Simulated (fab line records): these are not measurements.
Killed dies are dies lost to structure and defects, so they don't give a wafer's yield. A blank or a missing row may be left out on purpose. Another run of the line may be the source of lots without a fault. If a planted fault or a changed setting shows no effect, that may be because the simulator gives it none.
fab line records    flow rit-cmos
record: lots: 13  wafers: 39  last-day: 7
route steps=202 shown GATE@89
lots with no fault: from the same line, run without faults
start-h: the number of hours between the record's first day and the start of the first shown wafer of the lot    wait-h: time in hours since the lot's previous step    " as in the row above    L1.1+2: a single row standing in for several wafers    - no value present, or no start provided    * or withheld: withheld    < > ~ a bound
route shown NAME@n: NAME is a module with steps in the file, n the number in the route of the first one    usual: mean/standard deviation of fault-free wafers    same: alike in all rows    chamber/n: place in a boat    sites: per-site readings    _std_site: the values' standard deviation    _edge_site: mean of outer sites minus mean of inner sites    radius-mm: how far each site lies from the wafer's centre    mask NAME#n: copy n    behind: the last tool/chamber to shape the wafer    hold: why the lot went on hold/how many hours it stayed there/how the hold came to an end    device: transistor that didn't switch, given as n, p or np    end of line: the route-end tests of the same wafers    for a step that has no rows: nothing shown but its recipe    killed: dies that structure and defects cost at the first sort, which is not the same as the wafer's yield    map: per-die view of a wafer (x killed, . not killed, _ where there is no die)
set.NAME: setting as actually run; set.NAME@STEP: the setting as run at that earlier step    model.NAME: the simulator's own value behind a step, which no gauge read
route steps across a sampled set of lots; one table per step, one row per wafer
services: a tool's chamber out of use, with start hour (start-h, from the record's first day; less than 0 if before it), hours out, and reason
== steps ==
step: RIT_GATE_EXPOSE_13
recipe: mask-id: M6  na: 0.6  source-shape: conventional  sigma-outer: 0.6  target-cd-nm: 150  dose-mj: 387.8
usual: exposure-dose-mJ-cm2: 380.0/0.41
lot.wafer  tool              chamber  start-h  wait-h  mask     exposure-dose-mJ-cm2
L684.3     iline-stepper-02  0        42.02    0.1     M6#0     380.1
L684.5     "                 0        "        "       M6#0     380.5
L684.6     "                 0        "        "       M6#0     379.9
L685.1     iline-stepper-02  0        45.89    0.1     M6#0     380.5
L685.4     "                 0        "        "       M6#0     380.2
L685.6     "                 0        "        "       M6#0     380.5
L686.1     iline-stepper-01  0        51.42    0.2     M6#0     380.1
L686.5     "                 0        "        "       M6#0     380.3
L686.6     "                 0        "        "       M6#0     380.6
L687.4     iline-stepper-02  0        55.63    0.2     M6#0     380.1
L687.5     "                 0        "        "       M6#0     380.0
L687.6     "                 0        "        "       M6#0     379.8
L688.1     iline-stepper-02  0        60.68    0.1     M6#0     379.8
L688.2     "                 0        "        "       M6#0     379.8
L688.4     "                 0        "        "       M6#0     380.6
L689.1     iline-stepper-01  0        67.30    0.2     M6#0     380.5
L689.2     "                 0        "        "       M6#0     380.7
L689.3     "                 0        "        "       M6#0     380.9
L690.1     iline-stepper-01  0        70.04    0.1     M6_R1#0  380.3
L690.2     "                 0        "        "       M6_R1#0  380.5
L690.4     "                 0        "        "       M6_R1#0  380.5
L699.1     iline-stepper-01  0        116.67   0.1     M6#0     380.5
L699.4     "                 0        "        "       M6#0     380.2
L699.6     "                 0        "        "       M6#0     379.8
L700.3     iline-stepper-02  0        122.99   0.2     M6#0     379.8
L700.4     "                 0        "        "       M6#0     379.9
L700.6     "                 0        "        "       M6#0     379.6
L701.4     iline-stepper-02  0        127.07   0.1     M6#0     379.2
L701.5     "                 0        "        "       M6#0     379.9
L701.6     "                 0        "        "       M6#0     379.5
L704.1     iline-stepper-01  0        141.96   0.2     M6#0     379.9
L704.3     "                 0        "        "       M6#0     380.5
L704.6     "                 0        "        "       M6#0     379.3
L705.1     iline-stepper-01  0        146.48   0.1     M6#0     379.7
L705.4     "                 0        "        "       M6#0     379.8
L705.6     "                 0        "        "       M6#0     380.3
L706.3     iline-stepper-01  0        155.75   0.1     M6#0     380.1
L706.4     "                 0        "        "       M6#0     380.2
L706.6     "                 0        "        "       M6#0     379.9
step: RIT_GATE_CD_MEAS_16
recipe: target-cd-nm: 150
usual: cd-nm: 149.2/2.3
lot.wafer  tool       chamber  start-h  wait-h  cd-nm
L684.3     cd-sem-02  -        42.42    -       152.0
L684.5     "          -        "        "       149.4
L684.6     "          -        "        "       150.1
L685.1     cd-sem-02  -        46.29    -       151.3
L685.4     "          -        "        "       151.3
L685.6     "          -        "        "       149.3
L686.1     cd-sem-01  -        51.82    -       144.0
L686.5     "          -        "        "       147.1
L686.6     "          -        "        "       145.2
L687.4     cd-sem-02  -        56.03    -       148.3
L687.5     "          -        "        "       148.0
L687.6     "          -        "        "       144.7
L688.1     cd-sem-02  -        61.08    -       148.2
L688.2     "          -        "        "       148.9
L688.4     "          -        "        "       148.7
L689.1     cd-sem-02  -        67.71    -       148.8
L689.2     "          -        "        "       146.1
L689.3     "          -        "        "       147.0
L690.1     cd-sem-02  -        70.44    -       127.5
L690.2     "          -        "        "       129.7
L690.4     "          -        "        "       127.8
L699.1     cd-sem-02  -        117.23   -       147.9
L699.4     "          -        "        "       146.3
L699.6     "          -        "        "       148.7
L700.3     cd-sem-02  -        123.39   -       148.7
L700.4     "          -        "        "       146.4
L700.6     "          -        "        "       148.8
L701.4     cd-sem-02  -        127.48   -       150.2
L701.5     "          -        "        "       148.3
L701.6     "          -        "        "       149.5
L704.1     cd-sem-02  -        142.39   -       151.3
L704.3     "          -        "        "       150.2
L704.6     "          -        "        "       150.9
L705.1     cd-sem-02  -        146.88   -       149.1
L705.4     "          -        "        "       151.2
L705.6     "          -        "        "       150.4
L706.3     cd-sem-02  -        156.15   -       148.9
L706.4     "          -        "        "       149.2
L706.6     "          -        "        "       148.6
== services ==
tool              chamber  start-h  hours  kind
iline-stepper-01  -        33.92    3.8    repair
iline-stepper-02  -        43.42    1.7    pm
iline-stepper-01  -        132.14   9.0    repair
iline-stepper-01  -        136.94   1.6    repair
== key ==
first-sign: step: RIT_GATE_EXPOSE_13  reading: mask  direction: changed
effect: step: RIT_GATE_CD_MEAS_16  reading: cd-nm  direction: down  sigmas: 9.1  usual: 149.2  struck: 128.3
met-at RIT_GATE_EXPOSE_13
struck-lots L690
sort-left-out L690.1,L690.2,L690.4
tester-left-out L690
onset-between 67.30 70.04
fault: kind: wrong-mask  tool: any  chamber: -  onset-h: 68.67  steps: RIT_GATE_EXPOSE_13  aux-copy: M6_R1#0  cd-offset-nm: -22  scope: struck-lots-only
tester-left-out: of these lots the tester's yield and bins aren't shown, on N5 and GAA mostly nor the transistor test; their killed dies are dies lost to structure and defects alone, not to doping, threshold or leakage, so they don't give the yield
sort-left-out: the simulated sort isn't trusted on such a fault, so these wafers' sort isn't shown, and their yield isn't known
